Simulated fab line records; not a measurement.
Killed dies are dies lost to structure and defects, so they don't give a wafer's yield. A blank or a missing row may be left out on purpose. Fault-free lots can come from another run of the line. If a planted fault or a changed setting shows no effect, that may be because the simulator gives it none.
Which tool is to blame? :: flow berkeley_cmos170 :: 14 lots, 42 wafers sampled, at 4 steps of a route of 331

== WHAT THE GAUGES READ, wafer by wafer ==
UCB170_V2_THK_MEAS_04.
lot: L905
measured: day 8 18:59
on: film_metro-03
V2_POLISHED_THK (nm): 998.8 997.5 999.1

lot: L907
measured: day 8 20:07
on: film_metro-01
V2_POLISHED_THK (nm): 1001.7 1000.7 1000.9

lot: L908
measured: day 8 22:16
on: film_metro-01
V2_POLISHED_THK (nm): 999.3 1000.2 1000.1

lot: L909
measured: day 9 13:59
on: film_metro-01
V2_POLISHED_THK (nm): 1002.4 1002.1 1003.0

lot: L911
measured: day 10 09:48
on: film_metro-03
V2_POLISHED_THK (nm): 1001.3 1001.1 1000.2

lot: L912
measured: day 10 12:25
on: film_metro-01
V2_POLISHED_THK (nm): 1001.4 998.6 999.1

lot: L913
measured: day 10 12:07
on: film_metro-03
V2_POLISHED_THK (nm): 1000.6 1001.3 999.6

lot: L915
measured: day 10 13:55
on: film_metro-02
V2_POLISHED_THK (nm): 999.2 998.6 997.9

lot: L916
measured: day 10 16:50
on: film_metro-03
V2_POLISHED_THK (nm): 998.9 1000.1 999.7

lot: L919
measured: day 12 09:34
on: film_metro-03
V2_POLISHED_THK (nm): 1001.6 1001.6 1001.0

lot: L920
measured: day 12 12:50
on: film_metro-02
V2_POLISHED_THK (nm): 1001.9 1001.7 1001.3

lot: L923
measured: day 12 16:25
on: film_metro-02
V2_POLISHED_THK (nm): 1000.6 999.7 1001.8

lot: L926
measured: day 13 10:13
on: film_metro-02
V2_POLISHED_THK (nm): 1000.6 999.0 1000.9

lot: L927
measured: day 13 12:23
on: film_metro-01
V2_POLISHED_THK (nm): 998.8 998.9 998.6

UCB170_M3_CD_MEAS_15: target cd 700 nm.
lot: L905
measured: day 8 22:34
on: cd_sem-01
cd_nm (nm): 700.7 700.8 699.6

lot: L907
measured: day 9 00:05
on: cd_sem-02
cd_nm (nm): 697.0 695.0 697.0

lot: L908
measured: day 9 02:53
on: cd_sem-02
cd_nm (nm): 701.6 700.7 703.5

lot: L909
measured: day 9 18:07
on: cd_sem-02
cd_nm (nm): 700.0 700.4 700.5

lot: L911
measured: day 10 14:01
on: cd_sem-02
cd_nm (nm): 700.5 699.5 701.0

lot: L912
measured: day 10 16:52
on: cd_sem-01
cd_nm (nm): 700.3 699.1 699.4

lot: L913
measured: day 10 16:14
on: cd_sem-01
cd_nm (nm): 699.2 700.7 698.9

lot: L915
measured: day 10 17:56
on: cd_sem-01
cd_nm (nm): 698.9 701.1 701.4

lot: L916
measured: day 10 20:48
on: cd_sem-01
cd_nm (nm): 701.0 700.6 698.9

lot: L919
measured: day 12 17:29
on: cd_sem-01
cd_nm (nm): 697.9 697.8 697.9

lot: L920
measured: day 12 19:22
on: cd_sem-02
cd_nm (nm): 700.9 700.7 699.5

lot: L923
measured: day 13 00:14
on: cd_sem-01
cd_nm (nm): 701.7 700.5 700.0

lot: L926
measured: day 13 15:40
on: cd_sem-02
cd_nm (nm): 698.8 700.5 699.5

lot: L927
measured: day 13 17:28
on: cd_sem-02
cd_nm (nm): 700.2 700.5 700.0

== EACH LOT AND THE TOOL THAT RAN IT (in order: tool; ch and the chambers of the sampled wafers; start) ==
lot: L905
UCB170_NWELL_OXIDATION_01: furnace-02 ch 0, day 2 05:21
UCB170_V2_ETCH_14: rie_diel-04 ch 0,2,3, day 8 20:14

lot: L907
UCB170_NWELL_OXIDATION_01: furnace-01 ch 0, day 2 11:47
UCB170_V2_ETCH_14: rie_diel-02 ch 0,1,2, day 8 21:37

lot: L908
UCB170_NWELL_OXIDATION_01: furnace-01 ch 0, day 2 11:47
UCB170_V2_ETCH_14: rie_diel-02 ch 0,2, day 8 23:56

lot: L909
UCB170_NWELL_OXIDATION_01: furnace-01 ch 0, day 3 02:29
UCB170_V2_ETCH_14: rie_diel-04 ch 0,1,3, day 9 15:26

lot: L911
UCB170_NWELL_OXIDATION_01: furnace-04 ch 0, day 3 12:43
UCB170_V2_ETCH_14: rie_diel-02 ch 0,1,3, day 10 11:10

lot: L912
UCB170_NWELL_OXIDATION_01: furnace-04 ch 0, day 3 12:43
UCB170_V2_ETCH_14: rie_diel-04 ch 1,2, day 10 13:58

lot: L913
UCB170_NWELL_OXIDATION_01: furnace-02 ch 0, day 3 20:47
UCB170_V2_ETCH_14: rie_diel-02 ch 0,3, day 10 13:30

lot: L915
UCB170_NWELL_OXIDATION_01: furnace-04 ch 0, day 4 05:38
UCB170_V2_ETCH_14: rie_diel-04 ch 0,2,3, day 10 15:29

lot: L916
UCB170_NWELL_OXIDATION_01: furnace-01 ch 0, day 4 11:28
UCB170_V2_ETCH_14: rie_diel-04 ch 0,1,3, day 10 18:10

lot: L919
UCB170_NWELL_OXIDATION_01: furnace-01 ch 0, day 4 22:35
UCB170_V2_ETCH_14: rie_diel-03 ch 0,2,3, day 12 13:35

lot: L920
UCB170_NWELL_OXIDATION_01: furnace-04 ch 0, day 5 04:17
UCB170_V2_ETCH_14: rie_diel-04 ch 0,1,3, day 12 15:55

lot: L923
UCB170_NWELL_OXIDATION_01: furnace-04 ch 0, day 5 20:28
UCB170_V2_ETCH_14: rie_diel-03 ch 0,1,2, day 12 18:55

lot: L926
UCB170_NWELL_OXIDATION_01: furnace-02 ch 0, day 6 09:59
UCB170_V2_ETCH_14: rie_diel-02 ch 1,2,3, day 13 12:55

lot: L927
UCB170_NWELL_OXIDATION_01: furnace-02 ch 0, day 6 15:17
UCB170_V2_ETCH_14: rie_diel-03 ch 0,1,3, day 13 14:47
- UCB170_NWELL_OXIDATION_01: target thk 26.4 nm, ox time 1260 s.
- UCB170_V2_ETCH_14: etches SiO2 in CHF3/CF4/Ar, stops on Al, target depth 1250 nm, time 291 s.

== AS READ BY THE TOOLS THEMSELVES (means over the sampled wafers that have a number; for cases with no such wafer, the mark the record gives instead) ==
UCB170_NWELL_OXIDATION_01.
lot: L905
tool: furnace-02
tube_center_temp_C_max: 1002.8

lot: L907
tool: furnace-01
tube_center_temp_C_max: 1002.2

lot: L908
tool: furnace-01
tube_center_temp_C_max: 1003.2

lot: L909
tool: furnace-01
tube_center_temp_C_max: 1002.1

lot: L911
tool: furnace-04
tube_center_temp_C_max: 1002.8

lot: L912
tool: furnace-04
tube_center_temp_C_max: 1002.8

lot: L913
tool: furnace-02
tube_center_temp_C_max: 1002.5

lot: L915
tool: furnace-04
tube_center_temp_C_max: 1002.5

lot: L916
tool: furnace-01
tube_center_temp_C_max: 1002.6

lot: L919
tool: furnace-01
tube_center_temp_C_max: 1002.3

lot: L920
tool: furnace-04
tube_center_temp_C_max: 1002.1

lot: L923
tool: furnace-04
tube_center_temp_C_max: 1002.4

lot: L926
tool: furnace-02
tube_center_temp_C_max: 1002.7

lot: L927
tool: furnace-02
tube_center_temp_C_max: 1002.4

UCB170_V2_ETCH_14.
lot: L905
tool: rie_diel-04
chamber_pressure_mTorr (mTorr): 200.00
drypump_motor_current_A (A): 6.0
oes_product_au (a.u.): 0.886
rf_fwd_power_W (W): 696.9
throttle_valve_pct (%): 6.91

lot: L907
tool: rie_diel-02
chamber_pressure_mTorr (mTorr): 200.31
drypump_motor_current_A (A): 5.6
oes_product_au (a.u.): 0.882
rf_fwd_power_W (W): 698.6
throttle_valve_pct (%): 6.95

lot: L908
tool: rie_diel-02
chamber_pressure_mTorr (mTorr): 200.05
drypump_motor_current_A (A): 5.2
oes_product_au (a.u.): 0.886
rf_fwd_power_W (W): 697.2
throttle_valve_pct (%): 6.86

lot: L909
tool: rie_diel-04
chamber_pressure_mTorr (mTorr): 200.08
drypump_motor_current_A (A): 6.0
oes_product_au (a.u.): 0.887
rf_fwd_power_W (W): 699.4
throttle_valve_pct (%): 6.92

lot: L911
tool: rie_diel-02
chamber_pressure_mTorr (mTorr): 199.94
drypump_motor_current_A (A): 6.0
oes_product_au (a.u.): 0.885
rf_fwd_power_W (W): 697.3
throttle_valve_pct (%): 6.98

lot: L912
tool: rie_diel-04
chamber_pressure_mTorr (mTorr): 199.98
drypump_motor_current_A (A): 5.9
oes_product_au (a.u.): 0.899
rf_fwd_power_W (W): 696.5
throttle_valve_pct (%): 6.93

lot: L913
tool: rie_diel-02
chamber_pressure_mTorr (mTorr): 200.06
drypump_motor_current_A (A): 6.0
oes_product_au (a.u.): 0.888
rf_fwd_power_W (W): 698.5
throttle_valve_pct (%): 6.94

lot: L915
tool: rie_diel-04
chamber_pressure_mTorr (mTorr): 200.15
drypump_motor_current_A (A): 6.0
oes_product_au (a.u.): 0.892
rf_fwd_power_W (W): 698.1
throttle_valve_pct (%): 6.91

lot: L916
tool: rie_diel-04
chamber_pressure_mTorr (mTorr): 199.97
drypump_motor_current_A (A): 6.0
oes_product_au (a.u.): 0.886
rf_fwd_power_W (W): 698.3
throttle_valve_pct (%): 6.90

lot: L919
tool: rie_diel-03
chamber_pressure_mTorr (mTorr): 199.87
drypump_motor_current_A (A): 5.8
oes_product_au (a.u.): 0.873
rf_fwd_power_W (W): 698.0
throttle_valve_pct (%): 6.88

lot: L920
tool: rie_diel-04
chamber_pressure_mTorr (mTorr): 200.19
drypump_motor_current_A (A): 5.9
oes_product_au (a.u.): 0.886
rf_fwd_power_W (W): 697.8
throttle_valve_pct (%): 6.91

lot: L923
tool: rie_diel-03
chamber_pressure_mTorr (mTorr): 200.01
drypump_motor_current_A (A): 5.8
oes_product_au (a.u.): 0.870
rf_fwd_power_W (W): 697.7
throttle_valve_pct (%): 6.88

lot: L926
tool: rie_diel-02
chamber_pressure_mTorr (mTorr): 200.19
drypump_motor_current_A (A): 5.4
oes_product_au (a.u.): 0.888
rf_fwd_power_W (W): 698.8
throttle_valve_pct (%): 6.94

lot: L927
tool: rie_diel-03
chamber_pressure_mTorr (mTorr): 200.21
drypump_motor_current_A (A): 5.8
oes_product_au (a.u.): 0.858
rf_fwd_power_W (W): 697.7
throttle_valve_pct (%): 6.89

== THE ANSWER, worked out from the rows above alone ==
Rule: the usual values come from the lots themselves. The widest of any qualifying gaps counts: lots, ordered by their means at a reading, are off when they make up no more than a third of the lots, leave a main group of 4 or more, and stand apart from it by 3 or more times the standard deviation of that group's means. A main group is skipped when, at the precision printed for the reading in the tables above, its means are all equal. Also off: a lot with no number at a reading for which 4 or more lots have one. Where the step has rows for the other lots, those lots are counted as sound. After the gauges, taken in route order, come the tools' own readings; for these a lot's mean is taken, as printed above. The first step at which some lot is off is used, and at that step the reading that is off furthest; a lot without a number counts as furthest.
No lot is off at any reading shown: from this, nothing can be told.

== WHAT HAD BEEN PUT IN BY THE SIMULATOR ==
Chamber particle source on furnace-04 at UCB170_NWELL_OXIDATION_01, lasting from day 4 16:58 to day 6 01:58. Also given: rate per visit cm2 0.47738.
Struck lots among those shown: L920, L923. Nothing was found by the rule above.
